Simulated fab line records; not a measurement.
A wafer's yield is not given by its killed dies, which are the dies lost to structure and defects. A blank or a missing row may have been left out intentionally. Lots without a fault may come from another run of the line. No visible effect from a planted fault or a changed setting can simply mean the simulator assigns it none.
What tool caused it? | flow berkeleyCmos170 | Sampling: 7 lots, 21 wafers, 3 of 331 route steps

== WHAT EACH GAUGE READ, for each wafer ==
UCB170_M3_OVL_MEAS_16.
lot  | measured     | on         | M3_OVL (nm)
L341 | day 9 00:47  | overlay-01 | 7 -2 9
L345 | day 9 21:12  | overlay-01 | - - -
L350 | day 10 08:12 | overlay-01 | 4 6 4
L354 | day 10 19:52 | overlay-01 | 1 2 0
L355 | day 11 07:34 | overlay-01 | 10 3 7
L359 | day 12 03:49 | overlay-01 | 18 7 12
L360 | day 12 23:07 | overlay-01 | -9 5 -4

== WHICH TOOL RAN EACH LOT (tool, then ch and the chambers of the sampled wafers, then the start) ==
lot  | UCB170_M3_STRIP_07                  | UCB170_M3_DEVELOP_14
L341 | plasmaAsher-04 ch 0,1, day 8 23:14  | lithoTrack-03 ch 0, day 9 00:00
L345 | plasmaAsher-04 ch 0, day 9 19:12    | lithoTrack-02, day 9 20:00
L350 | plasmaAsher-03 ch 0,1, day 10 06:14 | lithoTrack-01 ch 0, day 10 07:00
L354 | plasmaAsher-04 ch 0,1, day 10 18:13 | lithoTrack-03 ch 0, day 10 19:00
L355 | plasmaAsher-03 ch 0,1, day 11 05:37 | lithoTrack-01 ch 0, day 11 07:00
L359 | plasmaAsher-04 ch 0,1, day 12 01:20 | lithoTrack-03 ch 0, day 12 03:00
L360 | plasmaAsher-02 ch 0,1, day 12 21:06 | lithoTrack-02 ch 0, day 12 22:00
- UCB170_M3_STRIP_07: strips in O2.
- UCB170_M3_DEVELOP_14: develop time 45 s.

== THE ANSWER, worked out from the rows above alone ==
Rule: what is usual is taken from the lots themselves. Put in order of their means at a reading, lots are off if they are a third of the lots or fewer, leave a main group of 4 or more, and stand apart from it by a gap of 3 or more times the standard deviation of the main group's means; of several such gaps the widest counts. A main group is skipped when, at the precision printed for the reading in the tables above, its means are all equal. Also off: a lot with no number at a reading for which 4 or more lots have one. Where the step has rows for the other lots, those lots are counted as sound.
Off: L345, seen at UCB170_M3_OVL_MEAS_16 (M3_OVL). Without a number there: L345. Mean 4 nm and standard deviation 4.6 in the main group.
A tool fits if, at a process step before that reading, it ran every lot that is off, and no sound lot after the first of them. The gauges at UCB170_M3_OVL_MEAS_16 are tried like those tools. Of those tried, none fits.

== WHAT HAD BEEN PUT IN BY THE SIMULATOR ==
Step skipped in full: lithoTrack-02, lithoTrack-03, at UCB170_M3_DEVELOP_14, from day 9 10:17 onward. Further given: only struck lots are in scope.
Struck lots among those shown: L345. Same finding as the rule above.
